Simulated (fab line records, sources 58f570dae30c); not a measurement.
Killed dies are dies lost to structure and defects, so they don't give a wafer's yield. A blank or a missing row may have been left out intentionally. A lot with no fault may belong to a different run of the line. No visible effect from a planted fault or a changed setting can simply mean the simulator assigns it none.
Matching of chambers + flow berkeley_cmos170 + UCB170_GATE_ETCH_14 on rie_diel-04 has 4 sister chambers
The step etches BARC in N2/H2. 16 wafers are shown with their chamber, then 8 later ones without.

## WAFERS WITH THEIR CHAMBER
| wafer  | chamber | drypump_motor_current_A (A) | throttle_valve_pct (%) | oes_product_au (a.u.) |
|--------|---------|-----------------------------|------------------------|-----------------------|
| L832.2 | 3       | 6.22                        | 13.24                  | 0.990                 |
| L832.3 | 0       | 5.78                        | 13.38                  | 0.985                 |
| L832.4 | 2       | 5.43                        | 13.29                  | 1.019                 |
| L834.1 | 2       | 5.42                        | 13.30                  | 1.005                 |
| L834.2 | 0       | 5.79                        | 13.38                  | 0.981                 |
| L834.6 | 1       | 5.80                        | 13.57                  | 1.011                 |
| L838.2 | 0       | 5.80                        | 13.40                  | 0.987                 |
| L838.3 | 2       | 5.40                        | 13.31                  | 1.005                 |
| L838.4 | 3       | 6.23                        | 13.26                  | 0.986                 |
| L835.2 | 0       | 5.80                        | 13.40                  | 0.976                 |
| L835.4 | 1       | 5.82                        | 13.58                  | 1.012                 |
| L835.6 | 1       | 5.81                        | 13.58                  | 1.009                 |
| L839.1 | 1       | 5.83                        | 13.57                  | 1.020                 |
| L839.4 | 2       | 5.36                        | 13.30                  | 1.006                 |
| L839.5 | 2       | 5.40                        | 13.33                  | 1.013                 |
| L843.1 | 1       | 5.83                        | 13.57                  | 1.016                 |

SIGNATURES (means of the wafers above)
| reading                 | chamber 0 | chamber 1 | chamber 2 | chamber 3 | scatter within a chamber |
|-------------------------|-----------|-----------|-----------|-----------|--------------------------|
| drypump_motor_current_A | 5.7925    | 5.8180    | 5.4020    | 6.2250    | 0.018                    |
| throttle_valve_pct      | 13.3900   | 13.5740   | 13.3060   | 13.2500   | 0.0117                   |
| oes_product_au          | 0.98225   | 1.01360   | 1.00960   | 0.98800   | 0.00509                  |
Rule: for each reading, subtract the chamber's mean from the wafer's reading, divide by that reading's scatter and square the result; add these up over the readings and take the root, which gives the wafer's distance from the chamber. If the next closest chamber is less than 2 further off than the closest, the wafer can't be placed; otherwise it belongs to the closest. The scatter is the square root of a quotient: the sum, over the shown wafers, of each reading's squared deviation from its chamber's mean, divided by wafers minus chambers.

## WAFERS WHOSE CHAMBER IS MISSING
| wafer  | drypump_motor_current_A (A) | throttle_valve_pct (%) | oes_product_au (a.u.) |
|--------|-----------------------------|------------------------|-----------------------|
| L843.4 | 5.80                        | 13.38                  | 0.982                 |
| L843.5 | 5.40                        | 13.32                  | 1.007                 |
| L845.1 | 5.80                        | 13.39                  | 0.986                 |
| L845.2 | 5.81                        | 13.58                  | 1.020                 |
| L845.5 | 5.42                        | 13.32                  | 1.019                 |
| L852.3 | 5.80                        | 13.39                  | 0.984                 |
| L852.4 | 5.39                        | 13.29                  | 1.012                 |
| L852.6 | 5.80                        | 13.39                  | 0.993                 |

## EACH ONE'S CHAMBER
| wafer  | from the rows above | in truth |
|--------|---------------------|----------|
| L843.4 | 0                   | 0        |
| L843.5 | 2                   | 2        |
| L845.1 | 0                   | 0        |
| L845.2 | 1                   | 1        |
| L845.5 | 2                   | 2        |
| L852.3 | 0                   | 0        |
| L852.4 | 2                   | 2        |
| L852.6 | 0                   | 0        |
Correct placement for 8 of the 8. Not placeable from these rows: 0. Placed wrongly: 0.
